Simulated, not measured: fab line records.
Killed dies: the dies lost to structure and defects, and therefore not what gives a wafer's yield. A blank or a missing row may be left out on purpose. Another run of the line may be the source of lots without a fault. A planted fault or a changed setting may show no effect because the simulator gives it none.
Problem report, 8D (eight disciplines) form, completed by code    flow berkeley cmos170    the parts of the form that need people (team, actions taken, sign-off) are left out

== 1. WHAT WENT WRONG ==
WELLDRIVE_OXIDE_THK at UCB170_WELLDRIVE_THK_MEAS_02 reads a mean of 177 nm on 12 wafers of 4 lots; wafers without a fault read 198 nm with a standard deviation of 3. Measured from the usual mean, that is -7.0 standard deviations.
Earliest sighting: wafer L145.1 on film metro-01 at day 6 08:44. At this step, 48 wafers from 16 lots have a number in the record. The rule behind "out" and "out of limits": a value lying over 4 standard deviations away from the usual mean. All remaining wafers that have a number are taken as sound.

== 2. WHAT IT IS; WHAT IT IS NOT ==
question                     is                                           is not
which readings at this step  WELLDRIVE_OXIDE_THK                          -
which lots                   L144, L145, L146, L147                       L135, L137, L138, L139, L140, L141, L142, L143, L150, L153, L154, L158
which wafers of those lots   all that have a number                       -
read on which gauges         film metro-01, film metro-03, film metro-04  -
when                         from day 6 08:44                             up to then (24 sound wafers); but 12 sound wafers of L150, L153, L154, L158 came after

== 3. THE SUSPECTS, EACH WITH WHAT RULES IT OUT ==
Counting: a tool at any process step up to the reading remains a suspect when it ran all the lots that are out and ran no sound lot after the first of those.
- the gauge at UCB170_WELLDRIVE_THK_MEAS_02: ruled out. The wafers that are out were read on 3 gauges (film metro-01, film metro-03, film metro-04).
- furnace-04 at UCB170_WELLDRIVE_OXIDATION_01 (target thk 199 nm, ox time 9000 s): kept. All lots that are out passed through it, beginning with L145 at day 6 05:14, and no sound lot followed; its final sound lot before that point was L142 at day 5 20:03. On those wafers its own readings are out: spike tc centre C, spike tc load C, spike tc source C.
Remaining after the count: furnace-04 at UCB170_WELLDRIVE_OXIDATION_01.

== 4. THE CAUSE (what the simulator had put in) ==
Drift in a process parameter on furnace-04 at UCB170_WELLDRIVE_OXIDATION_01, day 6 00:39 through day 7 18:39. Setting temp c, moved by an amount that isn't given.
After counting, this tool was the only one left.

== 5. SEQUENCE OF EFFECTS, ordered by route ==
Each row: a reading where the mean over the struck wafers with a number is more than 3 standard deviations away from the usual. Only readings whose record carries a usual standard deviation are examined. hours: median over the lots of the time between each lot's start at the first step of this table that gives one and its start at this step. sigmas: the change, counted in usual standard deviations.
hours  step                           reading              usual     on struck wafers  change  sigmas
0      UCB170_WELLDRIVE_OXIDATION_01  spike tc centre C    1102.6 C  1087.0            -15.6   -12
0      UCB170_WELLDRIVE_OXIDATION_01  spike tc load C      1127.5 C  1113.2            -14.3   -4.9
0      UCB170_WELLDRIVE_OXIDATION_01  spike tc source C    1130.0 C  1115.2            -14.8   -7.4
4      UCB170_WELLDRIVE_THK_MEAS_02   WELLDRIVE_OXIDE_THK  198 nm    177               -21     -7.0
Its process steps:
- UCB170_WELLDRIVE_OXIDATION_01: target thk 199 nm, ox time 9000 s.
Later measuring or inspecting steps at which every struck wafer that the step has a row for has a number for every such reading, and none has moved that far: UCB170_ACTIVE_CD_MEAS_13, UCB170_SDANNEAL_RS_MEAS_03, UCB170_V1_CD_MEAS_12.

== 6. WHAT WOULD HAVE CAUGHT IT SOONER ==
Counted from the fault's start at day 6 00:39, it took 8 hours until the first out-of-limits reading at a measuring or inspecting step in this record, taken at day 6 08:44.
At UCB170_WELLDRIVE_OXIDATION_01, the tool's own readings (spike tc centre C, spike tc load C, spike tc source C) were out on each struck wafer the step has a row for, so an alarm limit on them would have fired on the first such wafer.
Among the 4 lots that are out, L144, L146 began UCB170_WELLDRIVE_OXIDATION_01 on furnace-04 after day 6 08:44. A hold on the tool at that time would have spared those 2.
